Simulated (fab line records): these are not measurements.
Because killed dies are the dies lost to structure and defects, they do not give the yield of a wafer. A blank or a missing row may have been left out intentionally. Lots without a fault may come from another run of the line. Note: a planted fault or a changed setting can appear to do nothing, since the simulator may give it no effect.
Chamber matching || flow berkeley cmos170 || 4 sister chambers for UCB170_ZERO_ETCH_06 on rie diel-04
The step etches SiO2 in CHF3/CF4/Ar, time 12 s. 16 wafers are shown with their chamber, then 8 later ones without.

== WAFERS WITH THEIR CHAMBER ==
{"wafer": "L240.1", "chamber": 1, "drypump motor current A (A)": 5.1, "throttle valve pct (%)": 9.25, "oes product au (a.u.)": 0.620}
{"wafer": "L240.5", "chamber": 0, "drypump motor current A (A)": 4.9, "throttle valve pct (%)": 9.12, "oes product au (a.u.)": 0.629}
{"wafer": "L240.6", "chamber": 1, "drypump motor current A (A)": 5.1, "throttle valve pct (%)": 9.25, "oes product au (a.u.)": 0.618}
{"wafer": "L244.1", "chamber": 1, "drypump motor current A (A)": 5.2, "throttle valve pct (%)": 9.24, "oes product au (a.u.)": 0.614}
{"wafer": "L244.3", "chamber": 2, "drypump motor current A (A)": 5.7, "throttle valve pct (%)": 9.12, "oes product au (a.u.)": 0.610}
{"wafer": "L244.4", "chamber": 2, "drypump motor current A (A)": 5.7, "throttle valve pct (%)": 9.14, "oes product au (a.u.)": 0.600}
{"wafer": "L247.2", "chamber": 0, "drypump motor current A (A)": 4.9, "throttle valve pct (%)": 9.14, "oes product au (a.u.)": 0.626}
{"wafer": "L247.4", "chamber": 2, "drypump motor current A (A)": 5.7, "throttle valve pct (%)": 9.12, "oes product au (a.u.)": 0.602}
{"wafer": "L247.6", "chamber": 3, "drypump motor current A (A)": 5.3, "throttle valve pct (%)": 9.36, "oes product au (a.u.)": 0.616}
{"wafer": "L248.1", "chamber": 1, "drypump motor current A (A)": 5.2, "throttle valve pct (%)": 9.23, "oes product au (a.u.)": 0.611}
{"wafer": "L248.4", "chamber": 2, "drypump motor current A (A)": 5.7, "throttle valve pct (%)": 9.15, "oes product au (a.u.)": 0.603}
{"wafer": "L248.6", "chamber": 1, "drypump motor current A (A)": 5.2, "throttle valve pct (%)": 9.24, "oes product au (a.u.)": 0.619}
{"wafer": "L252.2", "chamber": 2, "drypump motor current A (A)": 5.7, "throttle valve pct (%)": 9.15, "oes product au (a.u.)": 0.601}
{"wafer": "L252.4", "chamber": 1, "drypump motor current A (A)": 5.1, "throttle valve pct (%)": 9.24, "oes product au (a.u.)": 0.616}
{"wafer": "L252.5", "chamber": 3, "drypump motor current A (A)": 5.2, "throttle valve pct (%)": 9.38, "oes product au (a.u.)": 0.621}
{"wafer": "L255.3", "chamber": 3, "drypump motor current A (A)": 5.2, "throttle valve pct (%)": 9.39, "oes product au (a.u.)": 0.623}

SIGNATURES, as means of the wafers listed above
{"reading": "drypump motor current A", "chamber 0": 4.900, "chamber 1": 5.150, "chamber 2": 5.700, "chamber 3": 5.233, "scatter within a chamber": 0.0425}
{"reading": "throttle valve pct", "chamber 0": 9.1300, "chamber 1": 9.2417, "chamber 2": 9.1360, "chamber 3": 9.3767, "scatter within a chamber": 0.0125}
{"reading": "oes product au", "chamber 0": 0.62750, "chamber 1": 0.61633, "chamber 2": 0.60320, "chamber 3": 0.62000, "scatter within a chamber": 0.00354}
Rule: for a wafer and a chamber, the distance is found by dividing, reading by reading, the gap between the wafer's reading and the chamber's mean by the reading's scatter, squaring, summing and taking the root. If the next closest chamber is less than 2 further off than the closest, the wafer can't be placed; otherwise it belongs to the closest. The scatter: take each reading less its chamber's mean, square it, sum over the shown wafers, divide by the number of wafers less the number of chambers, and take the root.

== WAFERS WITH NO CHAMBER GIVEN ==
{"wafer": "L255.5", "drypump motor current A (A)": 5.1, "throttle valve pct (%)": 9.25, "oes product au (a.u.)": 0.612}
{"wafer": "L255.6", "drypump motor current A (A)": 4.9, "throttle valve pct (%)": 9.13, "oes product au (a.u.)": 0.629}
{"wafer": "L256.3", "drypump motor current A (A)": 5.7, "throttle valve pct (%)": 9.12, "oes product au (a.u.)": 0.607}
{"wafer": "L256.4", "drypump motor current A (A)": 5.2, "throttle valve pct (%)": 9.23, "oes product au (a.u.)": 0.619}
{"wafer": "L256.6", "drypump motor current A (A)": 5.7, "throttle valve pct (%)": 9.13, "oes product au (a.u.)": 0.607}
{"wafer": "L261.2", "drypump motor current A (A)": 5.2, "throttle valve pct (%)": 9.24, "oes product au (a.u.)": 0.610}
{"wafer": "L261.3", "drypump motor current A (A)": 4.9, "throttle valve pct (%)": 9.12, "oes product au (a.u.)": 0.635}
{"wafer": "L261.5", "drypump motor current A (A)": 5.2, "throttle valve pct (%)": 9.24, "oes product au (a.u.)": 0.618}

== CHAMBER TAKEN BY EACH ==
{"wafer": "L255.5", "from the rows above": 1, "in truth": 1}
{"wafer": "L255.6", "from the rows above": 0, "in truth": 0}
{"wafer": "L256.3", "from the rows above": 2, "in truth": 2}
{"wafer": "L256.4", "from the rows above": 1, "in truth": 1}
{"wafer": "L256.6", "from the rows above": 2, "in truth": 2}
{"wafer": "L261.2", "from the rows above": 1, "in truth": 1}
{"wafer": "L261.3", "from the rows above": 0, "in truth": 0}
{"wafer": "L261.5", "from the rows above": 1, "in truth": 1}
8 of 8 placed correctly. From these rows, 0 cannot be placed. 0 placed wrongly.
